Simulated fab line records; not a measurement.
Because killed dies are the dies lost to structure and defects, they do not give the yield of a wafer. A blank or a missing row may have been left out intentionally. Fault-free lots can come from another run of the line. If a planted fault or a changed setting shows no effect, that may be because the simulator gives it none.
A struck lot beside a sound one | flow rit_cmos | 10 out of 202 route steps
Sound: these wafers, L344.1, L344.2, L344.3. Struck: wafers L346.4, L346.5, L346.6. At the end, the cause is stated.
For every step that has rows: the tool of each side, followed by ch and its chambers, followed by its first start. Under that, the readings that differ: sound wafers | struck wafers | difference of the means | sigmas: that difference in standard deviations of wafers without a fault.
alike: words and numbers the same on both sides, and readings whose means are apart by under 2 such deviations; not compared: readings that were withheld, readings missing a value for some wafer, numbers with overlapping values and no deviation given by the record, and bounds like >300 which may hide the same value.
A row with sigmas, a row that says differs or no value, or rows on one side alone: a step with any of these is where the two part. Numbers that have no deviation but don't overlap get no sigmas and don't part them. A reading missing from all wafers of one side parts the sides only when that side holds two or more wafers.

RIT_ACTIVE_BOW_MEAS_00:
  sound on film_metro-04, day 4 03:00; struck on film_metro-03, day 4 13:04
  alike: INCOMING_BOW
then, 1 step without rows for these wafers: RIT_ACTIVE_OXIDATION_01 (target thk 46.8 nm, ox time 3360 s).
RIT_ACTIVE_THK_MEAS_02:
  sound on film_metro-03, day 4 05:10; struck on film_metro-04, day 4 15:05
  alike: ACTIVE_OXIDE_THK
then, 1 step without rows for these wafers: RIT_ACTIVE_CVD_03 (deposits Si3N4 from SiH2Cl2/NH3, target thk 150 nm, time 1500 s).
RIT_ACTIVE_THK_MEAS_04:
  sound on film_metro-03, day 4 08:14; struck on film_metro-03, day 4 16:39
  alike: ACTIVE_NITRIDE_THK
then, 3 steps without rows for these wafers: RIT_ACTIVE_HMDS_05 (prime time 60 s); RIT_ACTIVE_COAT_06 (resist thk 1000 nm); RIT_ACTIVE_SOFTBAKE_07 (time 60 s).
RIT_ACTIVE_EXPOSE_08: exposes mask M1, target cd 1400 nm.
  struck on iline_stepper-01, day 4 17:19; sound on iline_stepper-01 ch 0, day 4 08:45
  no value came back on the struck wafers for exposure_dose_mJ_cm2, focus_offset_nm (nm); on the sound wafers exposure_dose_mJ_cm2 reads 225.00 225.12 225.15
  alike: mask
following that, these wafers have no rows for 1 step: RIT_ACTIVE_PEB_09.

WHERE THEY PART
Only at RIT_ACTIVE_EXPOSE_08, within this record.

WHY: what the simulator had put in
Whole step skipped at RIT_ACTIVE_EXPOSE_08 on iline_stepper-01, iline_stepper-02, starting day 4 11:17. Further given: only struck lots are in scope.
